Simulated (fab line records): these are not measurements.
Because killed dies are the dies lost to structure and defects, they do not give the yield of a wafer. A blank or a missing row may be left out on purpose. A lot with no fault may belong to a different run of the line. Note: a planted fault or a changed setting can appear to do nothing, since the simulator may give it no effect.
Struck lot and sound lot, side by side :: flow rit_cmos :: 27 steps out of a route of 202
Sound: wafers L527.1, L527.2, L527.5. Struck: wafer L539.5 (left out: L539.1, L539.4 of the same lot, which were not struck); the cause appears at the end.
At each step with rows: each side's tool, then ch and its chambers, then its first start. Under that, the readings that differ: sound wafers :: struck wafers :: difference of the means :: sigmas: that difference in standard deviations of wafers without a fault.
alike: readings with means less than 2 such deviations apart, plus words and numbers identical on both sides. not compared: withheld readings, readings lacking a value on some wafer, bounds such as >300 that could conceal the same value, and numbers that have no deviation in the record and whose values overlap.
A row with sigmas, a row that says differs or no value, or rows on one side alone: a step with any of these is where the two part. Non-overlapping numbers with no deviation appear without sigmas and do not part them. A reading missing from all wafers of one side parts the sides only when that side holds two or more wafers.

first, 4 steps without rows for these wafers: RIT_CONTACT_SOFTBAKE_04 (time 60 s); RIT_CONTACT_EXPOSE_05 (exposes mask M11, target cd 1000 nm); RIT_CONTACT_PEB_06; RIT_CONTACT_DEVELOP_07 (develop time 120 s).
RIT_CONTACT_CD_MEAS_08: target cd 1000 nm.
  sound: cd_sem-01 at day 3 19:34; struck: cd_sem-01 at day 6 11:42
  alike: cd_nm
RIT_CONTACT_OVL_MEAS_09:
  sound: overlay-02 at day 3 19:41; struck: overlay-02 at day 6 11:49
  alike: CONTACT_OVL
then, 1 step without rows for these wafers: RIT_CONTACT_HARDBAKE_10 (time 60 s).
RIT_CONTACT_ETCH_11: etches SiO2 in CHF3/CF4/Ar, stops on TiSi2, target depth 480 nm, time 320 s.
  sound on rie_diel-03 ch 0,3, day 3 19:53; struck on rie_diel-01 ch 0, day 6 12:01
  alike: chamber_pressure_mTorr, drypump_motor_current_A, oes_product_au, throttle_valve_pct
  not compared: rf_hours_counter_h
RIT_CONTACT_STRIP_12: strips in O2, time 180 s.
  sound on plasma_asher-02 ch 0,1, day 3 20:04; struck on plasma_asher-02 ch 1, day 6 12:12
  alike: chamber_pressure_mTorr, drypump_motor_current_A
  not compared: rf_hours_counter_h
RIT_CONTACT_CD_MEAS_90: target cd 1000 nm.
  sound: cd_sem-01 at day 3 20:15; struck: cd_sem-01 at day 6 12:23
  alike: cd_nm
then, 2 steps without rows for these wafers: RIT_CONTACT_CLEAN_13 (cleans in SC1, time 600 s); RIT_CONTACT_CLEAN_14 (cleans in SC2, time 600 s).
RIT_M1_SPUTTER_00: material Al, target thk 400 nm, time 500 s.
  sound: pvd_sputter-03 at day 3 20:44; struck: pvd_sputter-03 at day 6 13:01
reading: model.Al_of_M1_SPUTTER_00.thk_nm (nm)
sound: 397.4 401.3 398.9
struck: 517.4
difference: +118.2
sigmas: 
  alike: substrate_temp_c, throttle_valve_pct
RIT_M1_RS_MEAS_01: a four-point-probe measurement.
  sound: film_metro-04 at day 3 21:02; struck: film_metro-02 at day 6 13:19
reading: M1_AL_RS (ohm/sq)
sound: 0.0737 0.0730 0.0733
struck: 0.0564
difference: -0.0169
sigmas: -26
RIT_M1_THK_MEAS_02: measures by xrf.
  sound: film_metro-04 at day 3 21:09; struck: film_metro-02 at day 6 13:26
reading: M1_AL_THK (nm)
sound: 393 395 394
struck: 512
difference: +118
sigmas: +31
then, 6 steps without rows for these wafers: RIT_M1_HMDS_03 (prime time 60 s); RIT_M1_COAT_04 (resist thk 1300 nm); RIT_M1_SOFTBAKE_05 (time 60 s); RIT_M1_EXPOSE_06 (exposes mask M12, target cd 2600 nm); RIT_M1_PEB_07; RIT_M1_DEVELOP_08 (develop time 68 s).
RIT_M1_CD_MEAS_09: target cd 2600 nm.
  sound: cd_sem-01 at day 3 22:08; struck: cd_sem-02 at day 6 14:27
  alike: cd_nm
RIT_M1_OVL_MEAS_10:
  sound: overlay-02 at day 3 22:15; struck: overlay-01 at day 6 14:34
  alike: M1_OVL
then, 1 step without rows for these wafers: RIT_M1_HARDBAKE_11 (time 120 s).
RIT_M1_METAL_ETCH_12: etches Al in Cl2/BCl3, stops on SiO2, time 165 s, target depth 600 nm.
  sound on rie_metal-01 ch 0,1, day 3 22:32; struck on rie_metal-01 ch 1, day 6 14:51
reading: oes_product_au (a.u.)
sound: 0.764 0.784 0.781
struck: 0.907
difference: +0.131
sigmas: +10
  alike: chamber_pressure_mTorr, drypump_motor_current_A, throttle_valve_pct
  not compared: rf_hours_counter_h
then, 1 step without rows for these wafers: RIT_M1_STRIP_13 (strips in nmp, time 600 s).
RIT_M1_PROBE_99:
  sound: prober-02 at day 4 02:15; struck: prober-01 at day 6 17:18
reading: model.etest.contact_to_gate.bv_left_v (V)
sound: 89.3 92.94 91.56
struck: 89.25
difference: -2.02
sigmas: 

reading: model.etest.m1_comb_over_steps.leak_log10_a_um
sound: -12.77 -12.7 -12.74
struck: -10.33
difference: +2.41
sigmas: 

reading: model.etest.m1.rs_ohm_sq
sound: 0.07261 0.07266 0.07293
struck: 0.05578
difference: -0.01695
sigmas: 

reading: model.etest.antenna_m1.vt_shift_v (V)
sound: -0.01313 -0.008618 -0.01191
struck: -0.002661
difference: +0.008558
sigmas: 
  alike: defect_limited_yield, killed_at_contacts, killed_at_front_end, killed_dies, killed_open, killed_short
  not compared: model.etest.contact_to_gate.bv_right_v

## WHERE THEY PART
Last at RIT_M1_METAL_ETCH_12 as far as this record goes, first at RIT_M1_RS_MEAS_01. Later steps at which nothing parts them and some readings are alike: RIT_M1_PROBE_99.

WHY: whatever the simulator had introduced
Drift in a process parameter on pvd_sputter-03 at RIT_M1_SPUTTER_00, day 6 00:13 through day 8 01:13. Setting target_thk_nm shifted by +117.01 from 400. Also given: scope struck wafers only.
